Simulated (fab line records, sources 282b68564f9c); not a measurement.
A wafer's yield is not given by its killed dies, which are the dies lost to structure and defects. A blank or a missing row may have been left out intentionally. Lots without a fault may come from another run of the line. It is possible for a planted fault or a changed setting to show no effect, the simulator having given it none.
8D (eight disciplines) problem report, filled in by code || flow rit_cmos || the parts of the form that need people (team, actions taken, sign-off) are left out

1. PROBLEM STATEMENT
Across 6 wafers from 2 lots, ACTIVE_OXIDE_THK at RIT_ACTIVE_THK_MEAS_02 averages 28.8 nm, while fault-free wafers read 46.7 nm with a standard deviation of 1.3. That puts it -14 standard deviations away from the usual mean.
The first sign was on wafer L230.1 at day 3 11:05, on film_metro-02. The record has a number at this step for 42 wafers belonging to 14 lots. Rule for "out" (also "out of limits"): further than 4 standard deviations from the usual mean. The other wafers with a number count as sound.

2. WHAT IT IS; WHAT IT IS NOT
{"question": "which readings at this step", "is": "ACTIVE_OXIDE_THK", "is not": "-"}
{"question": "which lots", "is": "L230, L231", "is not": "L221, L223, L227, L228, L229, L235, L236, L238, L240, L241, L243, L244"}
{"question": "which wafers of those lots", "is": "all that have a number", "is not": "-"}
{"question": "read on which gauges", "is": "film_metro-02", "is not": "film_metro-01, film_metro-04"}
{"question": "when", "is": "from day 3 11:05", "is not": "up to then (15 sound wafers); but 21 sound wafers of L235, L236, L238, L240, L241, L243, L244 came after"}

3. WHAT RULES OUT EACH SUSPECT
Counting: a tool stays on the suspect list if, at a process step up to the reading, it processed all lots that are out and no sound lot following the first of them.
- the gauge at RIT_ACTIVE_THK_MEAS_02: kept. All the wafers that are out were read on film_metro-02, and no step on other tools shows them out.
- furnace-01 at RIT_ACTIVE_OXIDATION_01 (target thk 46.8 nm, ox time 3360 s): kept. Every lot that is out went through it, starting with L230 (day 3 09:09), and after that it ran no sound lot; the last sound lot it ran before then is L223 (day 1 20:08).
Remaining after the count are furnace-01 at RIT_ACTIVE_OXIDATION_01 and film_metro-02 at RIT_ACTIVE_THK_MEAS_02.

4. THE CAUSE (what the simulator had put in)
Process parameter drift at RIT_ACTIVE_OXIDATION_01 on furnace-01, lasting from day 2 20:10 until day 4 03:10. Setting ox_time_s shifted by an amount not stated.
Counting left 2 suspects, and this tool is among them.

5. THE EFFECT CHAIN, in route order
Rows list readings where the struck wafers' mean (over those with a number) sits beyond 3 standard deviations from the usual. Only readings whose record carries a usual standard deviation are examined. hours: median over the lots of the time between each lot's start at the first step of this table that gives one and its start at this step. sigmas: the change, counted in usual standard deviations.
{"hours": 0, "step": "RIT_ACTIVE_THK_MEAS_02", "reading": "ACTIVE_OXIDE_THK", "usual": "46.7 nm", "on struck wafers": 28.8, "change": -17.9, "sigmas": -14}

6. WHAT WOULD HAVE CAUGHT IT SOONER
In this record the first reading out of limits at a measuring or inspecting step was taken at day 3 11:05, 15 hours after the fault began at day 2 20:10.
L231, from the lots that are out (2), started RIT_ACTIVE_OXIDATION_01 on furnace-01 later than day 3 11:05. Putting the tool on hold at that point would have spared it.
